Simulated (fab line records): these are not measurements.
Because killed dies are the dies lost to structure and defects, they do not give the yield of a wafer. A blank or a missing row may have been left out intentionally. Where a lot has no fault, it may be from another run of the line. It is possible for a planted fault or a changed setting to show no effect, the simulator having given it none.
A single fault, viewed from 2 desks -- flow berkeley cmos170 -- numbers are kept per desk, each desk with only its own; the story behind them comes last

## TOOL OWNER'S DESK, rtp anneal-01
At UCB170_CONTACT_RTA_08 (time 10 s), the tool's own readings, given per lot that ran on this tool as the mean of the sampled wafers with a number. Any lot whose mean is over 4 standard deviations away from the usual mean is out of limits and marked OUT; that distance is given in the brackets.
Columns: A = lamp power pct at UCB170_CONTACT_RTA_08, usual 24.0 %; B = wafer_temp_C_max at UCB170_CONTACT_RTA_08, usual 903.0
lot,first seen here,A,B
L717,day 8 12:08,23.0,902.7
L718,day 8 12:11,23.0,903.7
L723,day 8 19:30,23.0,903.1
L727,day 10 09:58,22.1,888.1 (-24) OUT
L732,day 10 10:02,22.1,888.5 (-24) OUT
L729,day 10 12:25,22.1,887.3 (-26) OUT
This desk's verdict: out of limits on L727, L729, L732, starting with L727 at day 10 09:58 (wafer_temp_C_max at UCB170_CONTACT_RTA_08). In limits: L717, L718, L723.

## THE METROLOGY DESK
Means of the sampled wafers that have a number, per lot and without regard to the tool the lot ran on: this is what the gauges read. Any lot whose mean is over 4 standard deviations away from the usual mean is out of limits and marked OUT; that distance is given in the brackets.
Columns: A = M1_AL_RS at UCB170_M1_RS_MEAS_01, usual 0.0484 ohm/sq
lot,first seen here,A
L715,day 7 16:56,0.0476
L720,day 8 14:56,0.0480
L717,day 8 15:17,0.0493
L718,day 8 15:17,0.0477
L719,day 8 15:17,0.0483
L723,day 8 21:23,0.0482
L724,day 8 23:02,0.0482
L721,day 9 02:13,0.0494
L728,day 10 11:53,0.0475
L727,day 10 12:05,0.0485
L732,day 10 12:23,0.0484
L730,day 10 12:34,0.0477
L729,day 10 15:05,0.0489
L731,day 10 15:10,0.0483
L736,day 11 15:19,0.0483
Result from this desk: across the 15 lots, nothing is out of limits.

## ALL TOGETHER
The tool owner's desk could have raised an alarm at day 10 09:58, on L727, L729, L732.
Nothing out of limits was seen by the metrology desk.
The metrology desk holds a record of L727, L729, L732, inside its limits.
All the named lots went through UCB170_CONTACT_RTA_08 on rtp anneal-01.

## WHAT THE SIMULATOR PUT IN
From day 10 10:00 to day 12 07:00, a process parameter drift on rtp anneal-01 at UCB170_CONTACT_RTA_08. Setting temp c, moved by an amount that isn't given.
Shown lots that were struck: L727, L729, L732.
